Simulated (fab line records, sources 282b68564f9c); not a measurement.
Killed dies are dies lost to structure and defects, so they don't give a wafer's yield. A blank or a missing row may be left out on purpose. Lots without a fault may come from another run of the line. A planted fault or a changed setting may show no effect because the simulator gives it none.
Problem report in the 8D (eight disciplines) form, filled by code | flow rit_cmos | the parts of the form that need people (team, actions taken, sign-off) are left out

1. THE PROBLEM
NWELL_TW at RIT_NWELL_TW_MEAS_10 reads a mean of 1016 on 6 wafers of 2 lots; wafers without a fault read 2153 with a standard deviation of 13. That is -87 standard deviations from the usual mean.
First seen on wafer L122.2, day 4 09:37, on film_metro-03. The record holds 42 wafers of 14 lots with a number at this step. Rule for "out", or "out of limits": more than 4 standard deviations from the usual mean. The other wafers with a number count as sound.

2. WHAT IT IS AND WHAT IT IS NOT
question                    | is                     | is not
which readings at this step | NWELL_TW               | -
which lots                  | L122, L123             | L110, L111, L113, L114, L115, L117, L119, L125, L128, L131, L132, L133
which wafers of those lots  | all that have a number | -
read on which gauges        | film_metro-03          | film_metro-02, film_metro-04
when                        | from day 4 09:37       | up to then (21 sound wafers); but 15 sound wafers of L125, L128, L131, L132, L133 came after

3. SUSPECTS, AND WHAT RULES EACH OUT
Counting: a tool at a process step up to the reading stays a suspect if it ran every lot that is out and no sound lot after the first of them.
- the gauge at RIT_NWELL_TW_MEAS_10: ruled out. All the wafers that are out were read on film_metro-03, but those of them that RIT_NWELL_IMPLANT_08 has rows for are out there too, on other tools.
- implanter-04 at RIT_NWELL_IMPLANT_08: kept. It ran every lot that is out, first L122 (day 4 09:18), and no sound lot after that; its last sound lot up to then is L115 (day 2 22:04). Its own readings are out on those wafers: dose_ions_cm2, faraday_current_uA.
Left after counting: implanter-04 at RIT_NWELL_IMPLANT_08.

4. THE CAUSE (what the simulator had put in)
Process parameter drift: implanter-04, from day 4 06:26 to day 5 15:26, at RIT_NWELL_IMPLANT_08. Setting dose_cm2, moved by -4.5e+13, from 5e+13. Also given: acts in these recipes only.
Counting left only this tool.

5. THE CHAIN OF EFFECTS, in route order
Each row: a reading whose mean over the struck wafers that have a number lies more than 3 standard deviations from the usual. Only readings for which the record gives a usual standard deviation are gone through. hours: the time from each lot's start at the first step in this table that gives one to its start at this step, as a median over the lots. sigmas: the change in usual standard deviations.
hours | step                     | reading            | usual        | on struck wafers | change  | sigmas
0     | RIT_NWELL_IMPLANT_08     | dose_ions_cm2      | 5e+13        | 5e+12            | -4e+13  | -99 or more
0     | RIT_NWELL_IMPLANT_08     | faraday_current_uA | 159          | 16               | -143    | -46
0     | RIT_NWELL_TW_MEAS_10     | NWELL_TW           | 2153         | 1016             | -1137   | -87
7     | RIT_WELLDRIVE_RS_MEAS_01 | NWELL_RS           | 275.6 ohm/sq | 1434.3           | +1158.7 | +99 or more
The process steps in it:
- RIT_NWELL_IMPLANT_08
Later measuring or inspecting steps at which every struck wafer that the step has a row for has a number for every such reading, and none has moved that far: RIT_PRETRO_TW_MEAS_10, RIT_NLDD_OVL_MEAS_06.

6. WHAT WOULD HAVE CAUGHT IT SOONER
In this record the first reading out of limits at a measuring or inspecting step was taken at day 4 09:37, 3 hours after the fault began at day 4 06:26.
The tool's own readings at RIT_NWELL_IMPLANT_08 were out on every struck wafer that the step has a row for (dose_ions_cm2, faraday_current_uA): an alarm limit on them would have fired on the first of those.
Of the lots that are out (2), L123 began RIT_NWELL_IMPLANT_08 on implanter-04 after day 4 09:37. A hold on the tool at that time would have spared it.
